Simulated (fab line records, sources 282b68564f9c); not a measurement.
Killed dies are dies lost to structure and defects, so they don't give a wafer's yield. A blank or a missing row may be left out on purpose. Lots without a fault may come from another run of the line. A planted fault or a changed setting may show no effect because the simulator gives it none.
fab line records | flow rit_cmos | part 1 of 2: steps 1 to 41 of 44
record lots=7 wafers=21 last_day=7
route steps=202 shown ACTIVE@11 FOX1@20 FOX2@23 NWELL@28 PWELL@39 WELLDRIVE@50 M1@202
lots that met no fault: from a run of the same line without faults
start_h: hours from the record's first day to the start of the lot's first wafer shown | wait_h: hours since the lot's step before | " the same as in the row above | L1.1+2: a row that stands for several wafers | - no value, or no start given | * or withheld: withheld | < > ~ a bound
route shown NAME@n: a module of which the file shows steps, and the number in the route of the first | usual: mean/standard deviation of fault-free wafers | same: alike in all rows | chamber/n: place in a boat | sites: the reading at each site | _std_site: their standard deviation | _edge_site: outer sites' mean less inner sites' | radius_mm: how far each site lies from the wafer's centre | mask NAME#n: copy n | behind: the tool/chamber that last shaped the wafer | hold: why the lot was held/for how many hours/how that ended | device: the transistor (n, p or np) that didn't switch | end of line: the same wafers' tests at the end of the route | a step without rows: its recipe alone | killed: dies lost to structure and defects at the first sort, not the wafer's yield | map: a wafer's dies, x killed, . not, _ none there
set.NAME: the setting as run; set.NAME@STEP: as run at that earlier step | model.NAME: the simulator's own value behind a step, which no gauge read
lots at some steps of the route; a table a step, a row a wafer
services: from which hour (start_h, from the record's first day; less than 0 if before it) a tool's chamber was out of use, for how many hours, and why
## steps
# step RIT_ACTIVE_DEVELOP_10
# recipe resist=NOVOLAK develop_time_s=48.72 dev_temp_c=23
# step RIT_ACTIVE_CD_MEAS_11
# recipe target_cd_nm=1400
# usual cd_nm=1400.0/2.2
# columns lot.wafer tool chamber start_h wait_h cd_nm
L278.3 cd_sem-01 - 24.48 - 1399.8
L278.4 " - " " 1399.7
L278.6 " - " " 1397.4
L280.1 cd_sem-02 - 35.15 - 1396.9
L280.3 " - " " 1394.5
L280.6 " - " " 1395.1
L281.1 cd_sem-01 - 39.82 - 1396.3
L281.3 " - " " 1398.4
L281.4 " - " " 1399.0
L284.3 cd_sem-02 - 54.60 - 1401.5
L284.4 " - " " 1401.7
L284.6 " - " " 1399.4
L290.3 cd_sem-02 - 85.74 - 1403.9
L290.5 " - " " 1402.0
L290.6 " - " " 1402.5
L292.2 cd_sem-02 - 96.06 - 1401.0
L292.4 " - " " 1400.8
L292.5 " - " " 1402.8
L298.1 cd_sem-01 - 124.56 - 1399.7
L298.3 " - " " 1401.5
L298.4 " - " " 1401.1
# step RIT_ACTIVE_HARDBAKE_12
# recipe resist=NOVOLAK temp_c=140 time_s=60
# step RIT_ACTIVE_ETCH_13
# recipe stop_on=SiO2 chemistry=SF6 target=Si3N4 time_s=210 over_etch_frac=0.4 SF6_flow_sccm=200 pressure_mtorr=260 rf_w=125 target_depth_a=2100
# usual SF6_flow_sccm=200.0/0.63 drypump_motor_current_A=5.7/0.63 oes_product_au=0.826/0.01 throttle_valve_pct=7.44/0.11
# columns lot.wafer tool chamber start_h wait_h SF6_flow_sccm drypump_motor_current_A oes_product_au rf_hours_counter_h throttle_valve_pct
L278.3 rie_diel-02 1 24.71 0.1 200.8 6.7 0.835 5 7.29
L278.4 " 1 " " 201.0 6.6 0.840 - 7.28
L278.6 " 2 " " 200.5 6.5 0.826 - 7.29
L280.1 rie_diel-01 3 35.42 0.1 198.9 6.2 0.820 38 7.41
L280.3 " 0 " " 199.8 4.8 0.816 7 7.32
L280.6 " 0 " " 200.8 4.8 0.832 - 7.31
L281.1 rie_diel-04 2 40.09 0.1 199.8 6.3 0.805 140 7.56
L281.3 " 3 " " 199.6 5.3 0.815 34 7.62
L281.4 " 2 " " 199.0 6.3 0.799 - 7.54
L284.3 rie_diel-01 2 54.83 0.1 200.4 5.0 0.827 40 7.48
L284.4 " 2 " " 199.0 5.0 0.834 - 7.49
L284.6 " 0 " " 199.9 4.8 0.822 - 7.31
L290.3 rie_diel-04 0 85.97 0.1 200.4 5.4 0.827 53 7.42
L290.5 " 1 " " 200.7 5.6 0.836 - 7.54
L290.6 " 2 " " 200.4 6.3 0.817 - 7.54
L292.2 rie_diel-02 0 96.31 0.1 199.6 6.6 0.830 120 7.48
L292.4 " 2 " " 201.5 6.5 0.843 119 7.29
L292.5 " 1 " " 200.7 6.6 0.847 - 7.29
L298.1 rie_diel-01 1 124.83 0.1 200.6 5.8 0.848 155 7.35
L298.3 " 2 " " 200.2 5.0 0.839 41 7.49
L298.4 " 2 " " 200.9 5.0 0.843 - 7.47
# step RIT_ACTIVE_STRIP_14
# recipe chemistry=O2 time_s=180 resist=NOVOLAK platen_temp_c=withheld power_w=500 pressure_mtorr=4000 o2_flow_sccm=4000
# usual drypump_motor_current_A=5.6/0.63
# columns lot.wafer tool chamber start_h wait_h drypump_motor_current_A rf_hours_counter_h
L278.3 plasma_asher-04 0 24.90 0.1 5.0 -
L278.4 " 1 " " 6.3 -
L278.6 " 1 " " 6.3 -
L280.1 plasma_asher-04 0 35.55 0.1 5.0 39
L280.3 " 0 " " 5.0 -
L280.6 " 1 " " 6.3 -
L281.1 plasma_asher-04 0 40.22 0.1 5.0 39
L281.3 " 0 " " 5.0 -
L281.4 " 1 " " 6.2 -
L284.3 plasma_asher-01 1 55.03 0.1 6.1 -
L284.4 " 0 " " 6.3 -
L284.6 " 0 " " 6.4 -
L290.3 plasma_asher-04 1 86.16 0.1 6.2 -
L290.5 " 1 " " 6.3 -
L290.6 " 0 " " 5.0 -
L292.2 plasma_asher-02 0 96.45 0.1 5.7 32
L292.4 " 1 " " 4.7 -
L292.5 " 0 " " 5.7 -
L298.1 plasma_asher-04 1 124.97 0.1 6.2 49
L298.3 " 1 " " 6.2 -
L298.4 " 0 " " 5.0 -
# step RIT_ACTIVE_CD_MEAS_90
# recipe target_cd_nm=1400
# usual cd_nm=1400.0/2.2
# columns lot.wafer tool chamber start_h wait_h cd_nm
L278.3 cd_sem-01 - 25.06 0.1 1400.2
L278.4 " - " " 1399.4
L278.6 " - " " 1397.6
L280.1 cd_sem-01 - 35.73 0.1 1397.1
L280.3 " - " " 1394.2
L280.6 " - " " 1395.1
L281.1 cd_sem-01 - 40.39 0.1 1396.3
L281.3 " - " " 1398.3
L281.4 " - " " 1398.6
L284.3 cd_sem-01 - 55.18 0.1 1401.4
L284.4 " - " " 1401.9
L284.6 " - " " 1399.3
L290.3 cd_sem-01 - 86.32 0.1 1404.0
L290.5 " - " " 1401.8
L290.6 " - " " 1402.1
L292.2 cd_sem-02 - 96.64 0.1 1401.4
L292.4 " - " " 1400.7
L292.5 " - " " 1402.9
L298.1 cd_sem-02 - 125.14 0.1 1399.8
L298.3 " - " " 1401.6
L298.4 " - " " 1401.0
# step RIT_ACTIVE_CLEAN_15
# recipe chemistry=SC1 mix=3:3:50 time_s=600 temp_c=75
# step RIT_ACTIVE_CLEAN_16
# recipe chemistry=dHF dilution=50:1 time_s=30
# step RIT_ACTIVE_CLEAN_17
# recipe chemistry=SC2 mix=3:3:50 time_s=600 temp_c=75 dry=n2_spin
# step RIT_FOX1_OXIDATION_00
# recipe temp_c=1100 ambient=H2O target_thk_a=3507 p_h2o_torr=720 ox_time_s=1130
# step RIT_FOX1_THK_MEAS_01
# recipe reads=SiO2_of_FOX1_OXIDATION_00
# usual FOX1_OXIDE_THK=352/6.6
# columns lot.wafer tool chamber start_h wait_h FOX1_OXIDE_THK[nm]
L278.3 film_metro-01 - 27.24 0.0 364
L278.4 " - " " 364
L278.6 " - " " 360
L280.1 film_metro-01 - 37.54 0.0 349
L280.3 " - " " 356
L280.6 " - " " 360
L281.1 film_metro-02 - 42.78 0.0 350
L281.3 " - " " 348
L281.4 " - " " 343
L284.3 film_metro-01 - 56.98 0.0 343
L284.4 " - " " 346
L284.6 " - " " 339
L290.3 film_metro-01 - 88.73 0.0 356
L290.5 " - " " 352
L290.6 " - " " 350
L292.2 film_metro-01 - 98.43 0.0 348
L292.4 " - " " 346
L292.5 " - " " 347
L298.1 film_metro-04 - 126.98 0.0 361
L298.3 " - " " 356
L298.4 " - " " 358
# step RIT_FOX1_WET_ETCH_02
# recipe chemistry=BOE target_depth_nm=350 time_s=390 temp_c=21.5 dry=n2_spin dilution=10:1 target=SiO2
# step RIT_FOX2_OXIDATION_00
# recipe temp_c=1100 ambient=H2O target_thk_a=3507 p_h2o_torr=720 ox_time_s=1130
# same ox_time_s=1130
# columns lot.wafer tool chamber start_h wait_h
L278.3+4+6 furnace-02 0 27.40 0.0
L280.1+3+6 furnace-01 0 37.72 0.0
L281.1+3+4 furnace-01 0 44.28 1.3
L281.1+3+4 furnace-01 0 46.82 1.2
L284.3+4+6 furnace-02 0 57.14 0.0
L284.3+4+6 furnace-02 0 58.62 0.2
L290.3+5+6 furnace-01 0 91.26 2.4
L290.3+5+6 furnace-01 0 93.89 1.3
L292.2+4+5 furnace-02 0 99.05 0.5
L298.1+3+4 furnace-01 0 127.16 0.0
# step RIT_FOX2_THK_MEAS_01
# recipe reads=SiO2_of_FOX2_OXIDATION_00
# usual FOX2_OXIDE_THK=352/6.5
# columns lot.wafer tool chamber start_h wait_h FOX2_OXIDE_THK[nm]
L278.3 film_metro-01 - 28.73 0.0 353
L278.4 " - " " 352
L278.6 " - " " 353
L280.1 film_metro-03 - 39.03 0.0 340
L280.3 " - " " 347
L280.6 " - " " 339
L281.1 film_metro-01 - 48.19 0.1 529
L281.3 " - " " 537
L281.4 " - " " 528
L284.3 film_metro-01 - 59.95 0.0 517
L284.4 " - " " 527
L284.6 " - " " 517
L290.3 film_metro-03 - 95.32 0.1 555
L290.5 " - " " 540
L290.6 " - " " 551
L292.2 film_metro-01 - 100.37 0.0 359
L292.4 " - " " 361
L292.5 " - " " 358
L298.1 film_metro-01 - 128.48 0.0 348
L298.3 " - " " 345
L298.4 " - " " 346
# step RIT_FOX2_CLEAN_02
# recipe chemistry=dHF dilution=50:1 time_s=180
# columns lot.wafer tool chamber start_h wait_h model.SiO2_of_FOX2_OXIDATION_00.thk_nm model.Si3N4_of_ACTIVE_CVD_03.thk_nm
L278.3 wet_bench-02 2 28.77 0.0 335.9 130.8
L278.4 " 2 " " 334.9 130.5
L278.6 " 2 " " 336.1 130.3
L280.1 wet_bench-02 2 39.09 0.1 322.8 131.1
L280.3 " 2 " " 330.5 130.5
L280.6 " 2 " " 322.4 131.9
L281.1 wet_bench-01 3 48.25 0.1 512.4 124.5
L281.3 " 3 " " 520.4 125.3
L281.4 " 3 " " 511.6 125.8
L284.3 wet_bench-02 0 59.99 0.0 500.5 125.5
L284.4 " 0 " " 509.4 126.6
L284.6 " 0 " " 499.9 126.6
L290.3 wet_bench-02 0 95.36 0.0 539 127.6
L290.5 " 0 " " 523.2 128.4
L290.6 " 0 " " 534.3 127
L292.2 wet_bench-02 1 100.42 0.0 342.4 132.4
L292.4 " 1 " " 345 133
L292.5 " 1 " " 341.8 134.3
L298.1 wet_bench-01 0 128.54 0.1 331.1 133.8
L298.3 " 0 " " 328.8 133.6
L298.4 " 0 " " 330.2 132.8
# step RIT_FOX2_WET_ETCH_03
# recipe chemistry=H3PO4 target=Si3N4 target_depth_nm=195 temp_c=165 time_s=2624
# columns lot.wafer tool chamber start_h wait_h model.SiO2_of_FOX2_OXIDATION_00.thk_nm
L278.3 wet_bench-03 0 28.83 0.0 325.3
L278.4 " 0 " " 324.4
L278.6 " 0 " " 325.5
L280.1 wet_bench-03 3 39.15 0.0 312.3
L280.3 " 3 " " 320
L280.6 " 3 " " 312
L281.1 wet_bench-02 1 48.31 0.0 502
L281.3 " 1 " " 509.9
L281.4 " 1 " " 501.2
L284.3 wet_bench-02 3 60.05 0.0 490
L284.4 " 3 " " 498.9
L284.6 " 3 " " 489.5
L290.3 wet_bench-02 2 95.42 0.0 528.8
L290.5 " 2 " " 513
L290.6 " 2 " " 524
L292.2 wet_bench-01 0 100.48 0.0 332.2
L292.4 " 0 " " 334.7
L292.5 " 0 " " 331.5
L298.1 wet_bench-01 3 128.60 0.0 320.5
L298.3 " 3 " " 318.1
L298.4 " 3 " " 319.5
# step RIT_FOX2_THK_MEAS_90
# recipe reads=SiO2_of_FOX2_OXIDATION_00
# usual FIELD_OXIDE_LEFT_1_THK=325/6.5
# columns lot.wafer tool chamber start_h wait_h FIELD_OXIDE_LEFT_1_THK[nm]
L278.3 film_metro-01 - 29.68 0.0 325
L278.4 " - " " 325
L278.6 " - " " 326
L280.1 film_metro-01 - 39.98 0.0 312
L280.3 " - " " 320
L280.6 " - " " 312
L281.1 film_metro-04 - 49.07 0.0 502
L281.3 " - " " 510
L281.4 " - " " 501
L284.3 film_metro-04 - 60.83 0.0 490
L284.4 " - " " 499
L284.6 " - " " 490
L290.3 film_metro-03 - 96.20 0.0 529
L290.5 " - " " 513
L290.6 " - " " 524
L292.2 film_metro-03 - 101.25 0.0 332
L292.4 " - " " 335
L292.5 " - " " 331
L298.1 film_metro-04 - 129.43 0.0 320
L298.3 " - " " 318
L298.4 " - " " 320
# step RIT_NWELL_HMDS_00
# recipe prime_time_s=60 prime_temp_c=140
# step RIT_NWELL_COAT_01
# recipe resist=NOVOLAK spin_rpm=2000 resist_thk_nm=1300
# step RIT_NWELL_SOFTBAKE_02
# recipe resist=NOVOLAK temp_c=90 time_s=60
# step RIT_NWELL_EXPOSE_03
# recipe mask_id=M2 na=0.57 target_cd_nm=43900 dose_mj=250
# step RIT_NWELL_PEB_04
# recipe resist=NOVOLAK temp_c=withheld time_s=withheld
# step RIT_NWELL_DEVELOP_05
# recipe resist=NOVOLAK develop_time_s=68 dev_temp_c=23
# step RIT_NWELL_OVL_MEAS_06
# usual NWELL_OVL=-0.9/1.4
# columns lot.wafer tool chamber start_h wait_h NWELL_OVL[nm]
L278.3 overlay-02 - 30.73 - -1.5
L278.4 " - " " -1.9
L278.6 " - " " -0.4
L280.1 overlay-01 - 40.92 - 0.1
L280.3 " - " " -0.7
L280.6 " - " " -1.5
L281.1 overlay-01 - 50.28 - -0.4
L281.3 " - " " -0.9
L281.4 " - " " -0.3
L284.3 overlay-02 - 61.86 - -0.7
L284.4 " - " " -1.4
L284.6 " - " " -1.1
L290.3 overlay-02 - 97.38 - -0.6
L290.5 " - " " -0.7
L290.6 " - " " -0.4
L292.2 overlay-02 - 102.31 - -1.8
L292.4 " - " " 0.4
L292.5 " - " " -1.8
L298.1 overlay-01 - 130.37 - 0.9
L298.3 " - " " -0.3
L298.4 " - " " 1.0
# step RIT_NWELL_HARDBAKE_07
# recipe resist=NOVOLAK temp_c=140 time_s=120
# step RIT_NWELL_IMPLANT_08
# recipe species=P energy_kev=171.4 dose_cm2=5e+13 tilt_deg=7
# step RIT_NWELL_STRIP_09
# recipe chemistry=O2 time_s=180 resist=NOVOLAK platen_temp_c=withheld power_w=500 pressure_mtorr=4000 o2_flow_sccm=4000
# usual drypump_motor_current_A=5.9/0.49
# columns lot.wafer tool chamber start_h wait_h drypump_motor_current_A rf_hours_counter_h
L278.3 plasma_asher-04 0 31.22 0.1 5.0 -
L278.4 " 1 " " 6.3 -
L278.6 " 0 " " 5.0 -
L280.1 plasma_asher-01 1 41.36 0.1 6.0 37
L280.3 " 1 " " 6.0 -
L280.6 " 0 " " 6.4 -
L281.1 plasma_asher-04 1 50.94 0.1 6.2 40
L281.3 " 0 " " 5.0 -
L281.4 " 1 " " 6.2 -
L284.3 plasma_asher-04 0 62.60 0.4 5.0 -
L284.4 " 1 " " 6.3 -
L284.6 " 1 " " 6.2 -
L290.3 plasma_asher-04 0 98.02 0.1 5.0 -
L290.5 " 0 " " 5.0 -
L290.6 " 1 " " 6.2 -
L292.2 plasma_asher-03 0 102.81 0.1 5.9 48
L292.4 " 0 " " 5.9 -
L292.5 " 0 " " 5.9 -
L298.1 plasma_asher-01 1 131.00 0.1 6.0 1
L298.3 " 1 " " 6.0 -
L298.4 " 0 " " 6.3 -
# step RIT_NWELL_TW_MEAS_10
# usual NWELL_TW=2156/31
# columns lot.wafer tool chamber start_h wait_h NWELL_TW
L278.3 film_metro-02 - 31.35 0.1 2196
L278.4 " - " " 2203
L278.6 " - " " 2206
L280.1 film_metro-01 - 41.53 0.1 2121
L280.3 " - " " 2120
L280.6 " - " " 2106
L281.1 film_metro-03 - 51.11 0.1 2139
L281.3 " - " " 2152
L281.4 " - " " 2148
L284.3 film_metro-02 - 62.74 0.1 2201
L284.4 " - " " 2202
L284.6 " - " " 2200
L290.3 film_metro-01 - 98.15 0.1 2122
L290.5 " - " " 2112
L290.6 " - " " 2134
L292.2 film_metro-01 - 102.99 0.1 2129
L292.4 " - " " 2128
L292.5 " - " " 2131
L298.1 film_metro-03 - 131.17 0.1 2146
L298.3 " - " " 2152
L298.4 " - " " 2161
# step RIT_PWELL_HMDS_00
# recipe prime_time_s=60 prime_temp_c=140
# step RIT_PWELL_COAT_01
# recipe resist=NOVOLAK spin_rpm=2000 resist_thk_nm=1300
# step RIT_PWELL_SOFTBAKE_02
# recipe resist=NOVOLAK temp_c=90 time_s=60
# step RIT_PWELL_EXPOSE_03
# recipe mask_id=M3 na=0.57 target_cd_nm=43700 dose_mj=250
# step RIT_PWELL_PEB_04
# recipe resist=NOVOLAK temp_c=withheld time_s=withheld
# step RIT_PWELL_DEVELOP_05
# recipe resist=NOVOLAK develop_time_s=65.95 dev_temp_c=23
# step RIT_PWELL_OVL_MEAS_06
# usual PWELL_OVL=0.3/1.5
# columns lot.wafer tool chamber start_h wait_h PWELL_OVL[nm]
L278.3 overlay-01 - 32.41 - 0.1
L278.4 " - " " 1.2
L278.6 " - " " 0.0
L280.1 overlay-02 - 42.60 - 0.5
L280.3 " - " " -0.3
L280.6 " - " " 1.9
L281.1 overlay-01 - 52.11 - -1.4
L281.3 " - " " 0.1
L281.4 " - " " -1.5
L284.3 overlay-01 - 63.94 - 0.5
L284.4 " - " " 1.2
L284.6 " - " " -1.0
L290.3 overlay-02 - 99.22 - 1.3
L290.5 " - " " 2.0
L290.6 " - " " 1.6
L292.2 overlay-01 - 103.93 - 0.9
L292.4 " - " " -1.1
L292.5 " - " " -0.2
L298.1 overlay-02 - 132.11 - -0.1
L298.3 " - " " -0.5
L298.4 " - " " -0.7
# step RIT_PWELL_HARDBAKE_07
# recipe resist=NOVOLAK temp_c=140 time_s=120
# step RIT_PWELL_IMPLANT_08
# recipe species=B energy_kev=170 dose_cm2=7e+13 tilt_deg=7
# step RIT_PWELL_STRIP_09
# recipe chemistry=O2 time_s=180 resist=NOVOLAK platen_temp_c=withheld power_w=500 pressure_mtorr=4000 o2_flow_sccm=4000
# usual drypump_motor_current_A=5.8/0.47
# columns lot.wafer tool chamber start_h wait_h drypump_motor_current_A rf_hours_counter_h
L278.3 plasma_asher-03 0 32.89 0.1 5.9 -
L278.4 " 1 " " 6.1 -
L278.6 " 1 " " 6.0 -
L280.1 plasma_asher-04 1 43.03 0.1 6.3 40
L280.3 " 1 " " 6.2 -
L280.6 " 1 " " 6.3 -
L281.1 plasma_asher-04 1 52.55 0.1 6.3 41
L281.3 " 0 " " 5.0 -
L281.4 " 1 " " 6.3 -
L284.3 plasma_asher-03 1 64.61 0.1 6.1 -
L284.4 " 0 " " 5.9 -
L284.6 " 0 " " 5.9 -
L290.3 plasma_asher-03 1 99.76 0.1 6.0 -
L290.5 " 1 " " 6.1 -
L290.6 " 0 " " 5.9 -
L292.2 plasma_asher-03 1 104.36 0.1 6.0 48
L292.4 " 0 " " 5.9 -
L292.5 " 0 " " 5.9 -
L298.1 plasma_asher-04 1 132.55 0.1 6.3 50
L298.3 " 1 " " 6.2 -
L298.4 " 0 " " 5.0 -
# step RIT_PWELL_TW_MEAS_10
# usual PWELL_TW=957/15
# columns lot.wafer tool chamber start_h wait_h PWELL_TW
L278.3 film_metro-01 - 33.03 0.1 940
L278.4 " - " " 937
L278.6 " - " " 937
L280.1 film_metro-03 - 43.21 0.1 951
L280.3 " - " " 954
L280.6 " - " " 956
L281.1 film_metro-02 - 52.72 0.1 974
L281.3 " - " " 979
L281.4 " - " " 973
L284.3 film_metro-03 - 64.84 0.2 952
L284.4 " - " " 958
L284.6 " - " " 944
L290.3 film_metro-03 - 99.90 0.1 956
L290.5 " - " " 954
L290.6 " - " " 957
L292.2 film_metro-03 - 104.54 0.1 946
L292.4 " - " " 957
L292.5 " - " " 951
L298.1 film_metro-01 - 132.73 0.1 942
L298.3 " - " " 938
L298.4 " - " " 935
# step RIT_WELLDRIVE_ANNEAL_00
# recipe temp_c=1100 time_s=14700 ambient=N2
# step RIT_WELLDRIVE_RS_MEAS_01
# recipe thk_meas_gauge=four-point-probe
# usual NWELL_RS=275.9/0.67
# columns lot.wafer tool chamber start_h wait_h NWELL_RS[ohm/sq]
L278.3 film_metro-02 - 38.19 0.0 276.4
L278.4 " - " " 276.4
L278.6 " - " " 276.3
L280.1 film_metro-01 - 48.44 0.0 275.5
L280.3 " - " " 275.8
L280.6 " - " " 276.0
L281.1 film_metro-01 - 57.87 0.0 276.6
L281.3 " - " " 275.0
L281.4 " - " " 275.7
L284.3 film_metro-01 - 70.00 0.0 276.3
L284.4 " - " " 275.2
L284.6 " - " " 275.2
L290.3 film_metro-03 - 106.41 0.0 276.3
L290.5 " - " " 276.4
L290.6 " - " " 276.2
L292.2 film_metro-01 - 109.70 0.0 276.0
L292.4 " - " " 276.1
L292.5 " - " " 276.7
L298.1 film_metro-01 - 138.84 0.0 276.6
L298.3 " - " " 276.7
L298.4 " - " " 276.9
## key
first_sign step=RIT_FOX2_OXIDATION_00 reading=visit direction=added
effect step=RIT_FOX2_THK_MEAS_01 reading=FOX2_OXIDE_THK direction=up sigmas=28 usual=352 struck=533
effect step=RIT_FOX2_THK_MEAS_90 reading=FIELD_OXIDE_LEFT_1_THK direction=up sigmas=28 usual=325 struck=506
effect step=RIT_FOX2_THK_MEAS_91 reading=FIELD_OXIDE_LEFT_2_THK direction=up sigmas=29 usual=257 struck=438
model_effect step=RIT_FOX2_CLEAN_02 value=SiO2_of_FOX2_OXIDATION_00.thk_nm without=335.8 struck=516.7
model_effect step=RIT_FOX2_WET_ETCH_03 value=SiO2_of_FOX2_OXIDATION_00.thk_nm without=325.5 struck=506.4
met_at RIT_FOX2_OXIDATION_00
struck_wafers L281.1,L281.3,L281.4,L284.3,L284.4,L284.6,L290.3,L290.5,L290.6
tester_left_out L281,L284,L290
fault kind=repeated_step_whole tool=furnace-01,furnace-02,furnace-04 chamber=- onset_h=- steps=RIT_FOX2_OXIDATION_00 times=1 scope=struck_lots_only
# tester_left_out: of these lots the tester's yield and bins aren't shown, on N5 and GAA mostly nor the transistor test; their killed dies are dies lost to structure and defects alone, not to doping, threshold or leakage, so they don't give the yield
